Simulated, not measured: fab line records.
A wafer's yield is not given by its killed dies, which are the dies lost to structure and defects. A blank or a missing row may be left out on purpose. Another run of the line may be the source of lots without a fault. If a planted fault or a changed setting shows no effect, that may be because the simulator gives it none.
Lot-split experiment | flow ritCmos | 23 wafers read across 5 lots, on a route 202 steps long

## THE SPLIT
At RIT_PRETRO_IMPLANT_08, the setting energyKev was moved away from the recipe's 45 on 10 of the 23 wafers read, by -6.0% to -4.5%. All remaining wafers had this setting at the recipe value.

Reading taken at the split's own step.

## THE READING
In nm, at RIT_PRETRO_IMPLANT_08: implant.drpNm, which is the simulator's own figure and was read by no gauge. No usual value for it is given in the file.

wafer  | tool, chamber at the split | energyKev as run | against the recipe | implant.drpNm, nm | against lot-mates on the recipe
L074.2 | implanter-02, 0            | 45               | recipe             | 55.07             | -
L074.3 | implanter-02, 0            | 45               | recipe             | 55.07             | -
L074.5 | implanter-02, 0            | 45               | recipe             | 55.07             | -
L074.4 | implanter-02, 0            | 42.31            | -6.0%              | 53.08             | -1.99
L074.6 | implanter-02, 0            | 42.31            | -6.0%              | 53.08             | -1.99
L076.1 | implanter-02, 0            | 45               | recipe             | 55.07             | -
L076.3 | implanter-02, 0            | 45               | recipe             | 55.07             | -
L076.2 | implanter-02, 0            | 42.63            | -5.3%              | 53.32             | -1.75
L076.4 | implanter-02, 0            | 42.63            | -5.3%              | 53.32             | -1.75
L076.6 | implanter-02, 0            | 42.63            | -5.3%              | 53.32             | -1.75
L077.1 | implanter-01, 0            | 42.97            | -4.5%              | 53.57             | -1.50
L077.3 | implanter-01, 0            | 42.97            | -4.5%              | 53.57             | -1.50
L077.6 | implanter-01, 0            | 42.97            | -4.5%              | 53.57             | -1.50
L077.2 | implanter-01, 0            | 45               | recipe             | 55.07             | -
L077.5 | implanter-01, 0            | 45               | recipe             | 55.07             | -
L082.2 | implanter-01, 0            | 45               | recipe             | 55.07             | -
L082.4 | implanter-01, 0            | 45               | recipe             | 55.07             | -
L082.6 | implanter-01, 0            | 45               | recipe             | 55.07             | -
L082.3 | implanter-01, 0            | 42.66            | -5.2%              | 53.34             | -1.73
L082.5 | implanter-01, 0            | 42.66            | -5.2%              | 53.34             | -1.73
L083.1 | implanter-02, 0            | 45               | recipe             | 55.07             | -
L083.3 | implanter-02, 0            | 45               | recipe             | 55.07             | -
L083.4 | implanter-02, 0            | 45               | recipe             | 55.07             | -

THE FIT
A straight line over all 23 wafers: implant.drpNm changes by +0.333 nm for each +1% of energyKev; r = +1.00; the points scatter about the line by 0.00087 nm.
The same after taking each lot's own level away (the mean of its wafers on the recipe; 23 wafers): +0.333 nm for each +1%; r = +1.00; scatter 0.00087 nm.
According to that fit, moving energyKev by its largest amount changes the reading by 2 nm.
The lots' own levels span 55.070 to 55.070 nm.
Hence the lot-to-lot level has little effect on the slope; both slopes agree.
Check: for one of the wafers moved furthest among these (-6.0%), held out of the fit, the line's prediction against its lot-mates is -1.99 nm. It came out at -1.99 nm against them.

## FURTHER SPLITS ON THESE WAFERS
These wafers also went through other splits before the reading. Each is held against what the fit with the lots' levels taken away leaves over:
other split on the same wafers | wafers away from the commonest value | r with implant.drpNm (lot level and that fit taken away)
RIT_ACTIVE_CVD_03 nh3FlowSccm  | 18                                   | +0.50
RIT_ACTIVE_ETCH_13 rfW         | 10                                   | -0.13
RIT_FOX1_WET_ETCH_02 timeS     | 18                                   | -0.17
RIT_PWELL_COAT_01 resistThkNm  | 7                                    | -0.20
RIT_PWELL_IMPLANT_08 energyKev | 8                                    | +0.17
RIT_PRETRO_SOFTBAKE_02 tempC   | 11                                   | +0.47

## THE WHOLE CHAIN: every reading that the file lists as answering this split, in the file's order
step                  | what it does | reading                                                        | change (the file's fit)               | r (the file's)
RIT_PRETRO_IMPLANT_08 |              | implant.rpNm (the simulator's own value, which no gauge read)  | +1.35 nm for each +1% of the setting  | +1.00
RIT_PRETRO_IMPLANT_08 |              | implant.drpNm (the simulator's own value, which no gauge read) | +0.333 nm for each +1% of the setting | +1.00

## FILE'S OWN FIT
implant.drpNm changes by +0.333 nm for each +1% of energyKev, r = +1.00.
